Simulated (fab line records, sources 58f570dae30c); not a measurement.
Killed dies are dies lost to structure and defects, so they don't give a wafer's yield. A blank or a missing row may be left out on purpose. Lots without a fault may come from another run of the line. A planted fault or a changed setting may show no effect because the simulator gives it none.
Which tool did it? | flow berkeley_cmos170 | 6 lots, 18 wafers sampled, at 2 steps of a route of 331

WHAT THE GAUGES READ, wafer by wafer
UCB170_V2_THK_MEAS_01.
lot  | measured     | on            | V2_TEOS_THK (nm)
L574 | day 7 22:16  | film_metro-02 | 2004 1993 2003
L580 | day 8 18:37  | film_metro-02 | 2016 2024 2044
L579 | day 8 19:19  | film_metro-02 | 1973 2018 2022
L583 | day 9 16:32  | film_metro-02 | 1987 2013 2038
L585 | day 9 22:38  | film_metro-04 | 1976 1992 1996
L592 | day 11 22:32 | film_metro-02 | 1982 2016 2032

WHICH TOOL RAN EACH LOT (tool, then ch and the chambers of the sampled wafers, then the start)
lot  | UCB170_V2_CVD_00
L574 | pecvd-02 ch 0,1,2, day 7 22:06
L580 | pecvd-02 ch 0,1, day 8 18:26
L579 | pecvd-01 ch 1,2, day 8 19:04
L583 | pecvd-04 ch 0,1,2, day 9 16:23
L585 | pecvd-01 ch 0,1,2, day 9 22:29
L592 | pecvd-01 ch 0,1,2, day 11 22:22
- UCB170_V2_CVD_00: deposits SiO2 from TEOS/O2, target thk 2000 nm, time 250 s.

THE ANSWER, worked out from the rows above alone
Rule: what is usual is taken from the lots themselves. Put in order of their means at a reading, lots are off if they are a third of the lots or fewer, leave a main group of 4 or more, and stand apart from it by a gap of 3 or more times the standard deviation of the main group's means; of several such gaps the widest counts. A main group whose means are all the same, to the digits that the tables above print for the reading, isn't used. A lot without any number at a reading at which 4 lots or more have one is off too. The other lots that the step has rows for count as sound.
No lot is off at any reading shown: from this, nothing can be told.

WHAT THE SIMULATOR HAD PUT IN
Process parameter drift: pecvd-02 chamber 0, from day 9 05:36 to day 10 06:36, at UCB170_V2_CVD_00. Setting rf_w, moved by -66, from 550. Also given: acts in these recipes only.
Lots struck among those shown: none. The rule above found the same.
